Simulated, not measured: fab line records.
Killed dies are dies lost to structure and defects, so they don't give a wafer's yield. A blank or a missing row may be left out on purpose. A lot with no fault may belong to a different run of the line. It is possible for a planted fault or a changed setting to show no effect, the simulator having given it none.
fab line records    flow ritCmos
record lots=6  wafers=18  lastDay=7
route steps=202 shown NSD@134 PSD@142
lots that met no fault: taken from a fault-free run of the same line
startH: start of the lot's first displayed wafer, in hours after the record's first day    waitH: hours from the lot's prior step to this one    " the same as in the row above    L1.1+2: a row that stands for several wafers    - no value, or no start was given    * or withheld: withheld    < > ~ a bound
route shown NAME@n: NAME is a module with steps in the file, n the number in the route of the first one    usual: average and standard deviation across the fault-free wafers    same: alike in all rows    chamber/n: place in a boat    sites: the reading at each site    _std_site: standard deviation of those values    _edge_site: the outer-site mean with the inner-site mean subtracted    radiusMm: how far each site lies from the wafer's centre    mask NAME#n: copy n    behind: the last tool/chamber to shape the wafer    hold: why the lot was held/for how many hours/how that ended    device: which transistor (n, p or np) failed to switch    end of line: tests run on the same wafers once the route is complete    a step given without rows: its recipe and nothing more    killed: not the wafer's yield, but the dies lost to structure and defects at the first sort    map: dies across one wafer; x = killed, . = not, _ = none there
set.NAME: the setting as run; set.NAME@STEP: as run at that earlier step    model.NAME: the simulator's own value behind a step, which no gauge read
lots at some steps of the route; a table a step, a row a wafer
services: the hour from which a tool's chamber was out of use, counted from the record's first day as startH (under 0 if before that day), plus the number of hours and why
## steps
# step RIT_NSD_EXPOSE_03
# recipe maskId=M9  na=0.57  targetCdNm=40700  doseMj=250
# step RIT_NSD_PEB_04
# recipe resist=NOVOLAK  tempC=withheld  timeS=withheld
# step RIT_NSD_DEVELOP_05
# recipe resist=NOVOLAK  developTimeS=50  devTempC=23
# step RIT_NSD_OVL_MEAS_06
# usual NSD_OVL=-0.7/1.6
lot.wafer  tool        chamber  startH  waitH  NSD_OVL[nm]
L397.2     overlay-02  -        86.48   -      -2.4
L397.3     "           -        "       "      -2.5
L397.5     "           -        "       "      -1.5
L398.1     overlay-01  -        94.10   -      3.4
L398.2     "           -        "       "      0.7
L398.4     "           -        "       "      0.7
L399.1     overlay-02  -        95.26   -      -0.7
L399.2     "           -        "       "      -1.9
L399.4     "           -        "       "      -0.8
L409.3     overlay-02  -        143.26  -      0.2
L409.4     "           -        "       "      -1.0
L409.6     "           -        "       "      -1.3
L410.2     overlay-02  -        144.60  -      -0.4
L410.3     "           -        "       "      -0.6
L410.6     "           -        "       "      -2.2
L411.1     overlay-02  -        151.39  -      0.5
L411.2     "           -        "       "      3.0
L411.5     "           -        "       "      0.4
# step RIT_NSD_HARDBAKE_07
# recipe resist=NOVOLAK  tempC=140  timeS=60
# step RIT_NSD_IMPLANT_08
# recipe species=P  energyKev=25  doseCm2=1e+15  tiltDeg=7
# step RIT_NSD_STRIP_09
# recipe chemistry=O2  timeS=180  resist=NOVOLAK  platenTempC=withheld  powerW=500  pressureMtorr=4000  o2FlowSccm=4000
# usual drypumpMotorCurrentA=5.8/0.33
lot.wafer  tool            chamber  startH  waitH  drypumpMotorCurrentA  rfHoursCounterH
L397.2     plasmaAsher-02  0        86.81   0.1    6.3                   45
L397.3     "               0        "       "      6.3                   -
L397.5     "               0        "       "      6.3                   -
L398.1     plasmaAsher-03  1        94.44   0.1    5.4                   47
L398.2     "               0        "       "      5.8                   47
L398.4     "               0        "       "      5.8                   -
L399.1     plasmaAsher-03  1        95.60   0.1    5.3                   47
L399.2     "               0        "       "      5.8                   47
L399.4     "               0        "       "      5.8                   -
L409.3     plasmaAsher-02  1        143.64  0.1    5.7                   -
L409.4     "               0        "       "      6.3                   -
L409.6     "               1        "       "      5.7                   -
L410.2     plasmaAsher-01  1        144.93  0.1    5.6                   37
L410.3     "               0        "       "      6.2                   -
L410.6     "               1        "       "      5.6                   -
L411.1     plasmaAsher-01  0        151.72  0.1    6.2                   38
L411.2     "               1        "       "      5.6                   38
L411.5     "               1        "       "      5.6                   -
# step RIT_NSD_TW_MEAS_10
# usual NSD_TW=3141/14
lot.wafer  tool          chamber  startH  waitH  NSD_TW
L397.2     filmMetro-01  -        86.99   0.1    3146
L397.3     "             -        "       "      3152
L397.5     "             -        "       "      3156
L398.1     filmMetro-02  -        94.61   0.1    3150
L398.2     "             -        "       "      3163
L398.4     "             -        "       "      3155
L399.1     filmMetro-02  -        95.77   0.1    3147
L399.2     "             -        "       "      3151
L399.4     "             -        "       "      3149
L409.3     filmMetro-02  -        143.78  0.1    3123
L409.4     "             -        "       "      3128
L409.6     "             -        "       "      3137
L410.2     filmMetro-01  -        145.12  0.1    3158
L410.3     "             -        "       "      3137
L410.6     "             -        "       "      3174
L411.1     filmMetro-01  -        151.90  0.1    3147
L411.2     "             -        "       "      3142
L411.5     "             -        "       "      3131
# step RIT_PSD_HMDS_00
# recipe primeTimeS=60  primeTempC=140
# step RIT_PSD_COAT_01
# recipe resist=NOVOLAK  spinRpm=3250  resistThkNm=1000
# step RIT_PSD_SOFTBAKE_02
# recipe resist=NOVOLAK  tempC=90  timeS=60
# step RIT_PSD_EXPOSE_03
# recipe maskId=M10  na=0.57  targetCdNm=40900  doseMj=250
# step RIT_PSD_PEB_04
# recipe resist=NOVOLAK  tempC=withheld  timeS=withheld
# usual chillPlateTempC=*  exhaustPa=45.2/0.85
lot.wafer  tool           chamber  startH  waitH  chillPlateTempC  exhaustPa
L397.2     lithoTrack-04  0        88.04   0.4    *                45.1
L397.3     "              0        "       "      *                45.5
L397.5     "              0        "       "      *                45.4
L398.1     lithoTrack-01  -        95.38   0.1    -                -
L398.2     "              -        "       "      -                -
L398.4     "              -        "       "      -                -
L399.1     lithoTrack-02  -        96.40   0.1    -                -
L399.2     "              -        "       "      -                -
L399.4     "              -        "       "      -                -
L409.3     lithoTrack-01  0        144.44  0.1    *                45.3
L409.4     "              0        "       "      *                44.4
L409.6     "              0        "       "      *                45.0
L410.2     lithoTrack-02  0        145.90  0.1    *                45.2
L410.3     "              0        "       "      *                43.9
L410.6     "              0        "       "      *                45.8
L411.1     lithoTrack-04  0        152.65  0.1    *                45.0
L411.2     "              0        "       "      *                43.9
L411.5     "              0        "       "      *                43.9
# step RIT_PSD_DEVELOP_05
# recipe resist=NOVOLAK  developTimeS=50  devTempC=23
## services
tool            chamber  startH  hours  kind
plasmaAsher-03  -        141.43  21.0   repair
## key
firstSign step=RIT_PSD_PEB_04  reading=toolRecord  direction=missing
effect none on later readings
metAt RIT_PSD_PEB_04
struckWafers L398.1,L398.2,L398.4,L399.1,L399.2,L399.4
sortLeftOut L398.1,L398.2,L398.4,L399.1,L399.2,L399.4
testerLeftOut L398,L399
fault kind=skippedStepWhole  tool=lithoTrack-01,lithoTrack-02  chamber=-  onsetH=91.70  steps=RIT_PSD_PEB_04  scope=struckLotsOnly
# testerLeftOut: of these lots the tester's yield and bins aren't shown, on N5 and GAA mostly nor the transistor test; their killed dies are dies lost to structure and defects alone, not to doping, threshold or leakage, so they don't give the yield
# sortLeftOut: the simulated sort isn't trusted on such a fault, so these wafers' sort isn't shown, and their yield isn't known
